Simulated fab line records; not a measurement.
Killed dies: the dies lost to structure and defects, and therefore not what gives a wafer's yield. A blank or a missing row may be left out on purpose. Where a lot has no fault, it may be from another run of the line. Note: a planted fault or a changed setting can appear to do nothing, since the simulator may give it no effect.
Which tool was responsible?    flow berkeley-cmos170    42 wafers from 14 lots sampled at 6 of the route's 331 steps

== WHAT THE GAUGES SHOWED, per wafer ==
UCB170_M1_CD_MEAS_09: the cd target is 700 nm. Usual: cd-nm reads 699.7 nm (standard deviation 1.1).
lot   measured      on         cd-nm (nm)         flag
L517  day 8 08:35   cd-sem-01  700.1 701.8 701.5  
L521  day 8 15:34   cd-sem-02  699.9 699.7 700.6  
L520  day 8 18:07   cd-sem-01  698.6 699.6 700.1  
L522  day 9 12:31   cd-sem-01  698.1 699.2 699.5  
L523  day 9 12:49   cd-sem-02  698.4 699.6 699.9  
L524  day 9 13:00   cd-sem-02  701.1 699.5 699.8  
L527  day 10 17:38  cd-sem-01  697.7 699.7 697.5  
L530  day 11 09:21  cd-sem-01  699.0 699.1 699.3  
L529  day 11 10:46  cd-sem-02  702.0 701.3 700.8  
L535  day 11 22:50  cd-sem-02  701.1 700.9 700.1  
L534  day 11 23:24  cd-sem-02  700.3 699.5 699.4  
L536  day 12 14:25  cd-sem-02  700.3 699.1 699.4  
L537  day 12 14:45  cd-sem-01  700.5 701.1 700.3  
L538  day 12 22:43  cd-sem-02  700.2 698.9 699.7  

UCB170_M2_RS_MEAS_02: a four-point-probe measurement. Usual: for M2_AL_RS the level is 0.0322 ohm/sq and the standard deviation is 0.00035.
lot   measured      on             M2_AL_RS (ohm/sq)     flag
L517  day 8 13:28   film-metro-02  0.0319 0.0316 0.0322  
L521  day 8 21:25   film-metro-04  0.0319 0.0322 0.0321  
L520  day 8 23:55   film-metro-02  0.0321 0.0319 0.0319  
L522  day 9 18:20   film-metro-01  0.0319 0.0319 0.0322  
L523  day 9 18:56   film-metro-04  0.0318 0.0319 0.0317  
L524  day 9 18:50   film-metro-01  0.0325 0.0325 0.0326  
L527  day 11 01:21  film-metro-01  0.0162 0.0161 0.0160  OFF
L530  day 11 13:59  film-metro-04  0.0162 0.0159 0.0159  OFF
L529  day 11 15:22  film-metro-01  0.0327 0.0326 0.0329  
L535  day 12 04:29  film-metro-01  0.0323 0.0324 0.0323  
L534  day 12 04:22  film-metro-04  0.0327 0.0327 0.0326  
L536  day 12 20:43  film-metro-01  0.0318 0.0320 0.0319  
L537  day 12 21:04  film-metro-01  0.0324 0.0323 0.0321  
L538  day 13 04:25  film-metro-04  0.0327 0.0325 0.0326  

UCB170_M2_THK_MEAS_03: measures by xrf. Usual: for M2_AL_THK the level is 920 nm and the standard deviation is 11.
lot   measured      on             M2_AL_THK (nm)  flag
L517  day 8 13:33   film-metro-02  929 942 926     
L521  day 8 21:31   film-metro-04  931 923 925     
L520  day 9 00:02   film-metro-02  920 933 932     
L522  day 9 18:27   film-metro-01  928 926 917     
L523  day 9 19:02   film-metro-04  940 937 936     
L524  day 9 18:57   film-metro-01  905 913 900     
L527  day 11 01:27  film-metro-01  1822 1835 1829  OFF
L530  day 11 14:05  film-metro-04  1832 1869 1853  OFF
L529  day 11 15:29  film-metro-01  901 903 897     
L535  day 12 04:37  film-metro-01  918 913 914     
L534  day 12 04:29  film-metro-04  911 909 911     
L536  day 12 20:50  film-metro-01  932 925 929     
L537  day 12 21:11  film-metro-01  913 916 927     
L538  day 13 04:31  film-metro-04  902 908 907     

UCB170_M2_OVL_MEAS_16. Usual: for M2_OVL the level is 1 nm and the standard deviation is 5.8.
lot   measured      on          M2_OVL (nm)  flag
L517  day 8 16:18   overlay-02  2 -2 -4      
L521  day 8 23:37   overlay-02  1 5 -4       
L520  day 9 03:02   overlay-02  2 1 7        
L522  day 9 20:30   overlay-02  -4 -1 -1     
L523  day 9 20:52   overlay-01  -8 0 -2      
L524  day 9 20:44   overlay-02  3 8 -5       
L527  day 11 03:32  overlay-02  -7 -7 -3     
L530  day 11 16:11  overlay-02  0 -6 4       
L529  day 11 17:58  overlay-02  -2 -1 4      
L535  day 12 06:56  overlay-01  8 8 12       
L534  day 12 06:50  overlay-02  -8 -13 -12   
L536  day 12 22:49  overlay-01  3 4 -8       
L537  day 12 23:05  overlay-02  -6 4 2       
L538  day 13 06:44  overlay-01  -5 2 0       

== WHICH TOOL RAN EACH LOT (tool, then ch and the chambers of the sampled wafers, then the start) ==
lot   UCB170_V1_CMP_02               UCB170_M2_SPUTTER_01
L517  cmp-01 ch 1,2,3, day 8 10:47   pvd-sputter-01, day 8 13:19
L521  cmp-01 ch 0,1,2, day 8 18:52   pvd-sputter-01, day 8 21:17
L520  cmp-01 ch 0,1,3, day 8 21:31   pvd-sputter-02, day 8 23:49
L522  cmp-02 ch 0,2,3, day 9 14:40   pvd-sputter-03, day 9 18:14
L523  cmp-01 ch 0,1, day 9 15:57     pvd-sputter-02, day 9 18:48
L524  cmp-02 ch 0,1,3, day 9 15:57   pvd-sputter-01, day 9 18:42
L527  cmp-02 ch 1,2, day 10 19:44    pvd-sputter-03, day 11 00:59
L530  cmp-02 ch 2,3, day 11 11:25    pvd-sputter-01, day 11 13:33
L529  cmp-01 ch 0,2,3, day 11 13:00  pvd-sputter-03, day 11 15:16
L535  cmp-01 ch 1,2, day 12 02:13    pvd-sputter-01, day 12 04:25
L534  cmp-02 ch 1,2, day 12 02:09    pvd-sputter-03, day 12 04:16
L536  cmp-02 ch 0,2,3, day 12 16:34  pvd-sputter-01, day 12 20:38
L537  cmp-01 ch 0,1,2, day 12 17:53  pvd-sputter-02, day 12 20:58
L538  cmp-02 ch 0,2,3, day 13 00:50  pvd-sputter-02, day 13 04:17
- UCB170_V1_CMP_02: polishes SiO2.
- UCB170_M2_SPUTTER_01: material Al, target thk 900 nm, time 120 s.

== AS READ BY THE TOOLS THEMSELVES (means over the sampled wafers that have a number; for cases with no such wafer, the mark the record gives instead) ==
UCB170_V1_CMP_02. Usual: motor-current-A reads 15.8 A (standard deviation 2.1).
lot   tool    motor-current-A (A)  flag
L517  cmp-01  16.2                 
L521  cmp-01  15.6                 
L520  cmp-01  15.5                 
L522  cmp-02  15.2                 
L523  cmp-01  15.2                 
L524  cmp-02  15.9                 
L527  cmp-02  15.3                 
L530  cmp-02  13.8                 
L529  cmp-01  14.7                 
L535  cmp-01  16.7                 
L534  cmp-02  16.4                 
L536  cmp-02  15.0                 
L537  cmp-01  16.3                 
L538  cmp-02  15.4                 

UCB170_M2_SPUTTER_01. Usual: throttle-valve-pct reads 30.0 % (standard deviation 0.67).
lot   tool            throttle-valve-pct (%)  flag
L517  pvd-sputter-01  30.1                    
L521  pvd-sputter-01  29.8                    
L520  pvd-sputter-02  30.8                    
L522  pvd-sputter-03  30.2                    
L523  pvd-sputter-02  29.5                    
L524  pvd-sputter-01  30.1                    
L527  pvd-sputter-03  30.2                    
L530  pvd-sputter-01  29.9                    
L529  pvd-sputter-03  30.2                    
L535  pvd-sputter-01  30.3                    
L534  pvd-sputter-03  30.0                    
L536  pvd-sputter-01  30.6                    
L537  pvd-sputter-02  30.1                    
L538  pvd-sputter-02  29.4                    

== THE ANSWER, worked out from the rows above alone ==
Rule: lot off if the mean of its wafers having a number is beyond 3 standard deviations from the usual mean. A lot without any number at a reading at which 4 lots or more have one is off too. Where the step has rows for the other lots, those lots are counted as sound. Order of review: gauges by route order, followed by the tools' own readings, for which a lot's mean as printed above is used. At the first step where some lot is off, the reading lying furthest off is the one used; lots without a number count as furthest.
Off: L527, L530, seen at UCB170_M2_RS_MEAS_02 (M2_AL_RS).
A tool fits if, at a process step before that reading, it ran every lot that is off, and no sound lot after the first of them. Gauges at UCB170_M2_RS_MEAS_02: tried the same way as those tools. No candidate that was tried fits.

== WHAT THE SIMULATOR HAD PUT IN ==
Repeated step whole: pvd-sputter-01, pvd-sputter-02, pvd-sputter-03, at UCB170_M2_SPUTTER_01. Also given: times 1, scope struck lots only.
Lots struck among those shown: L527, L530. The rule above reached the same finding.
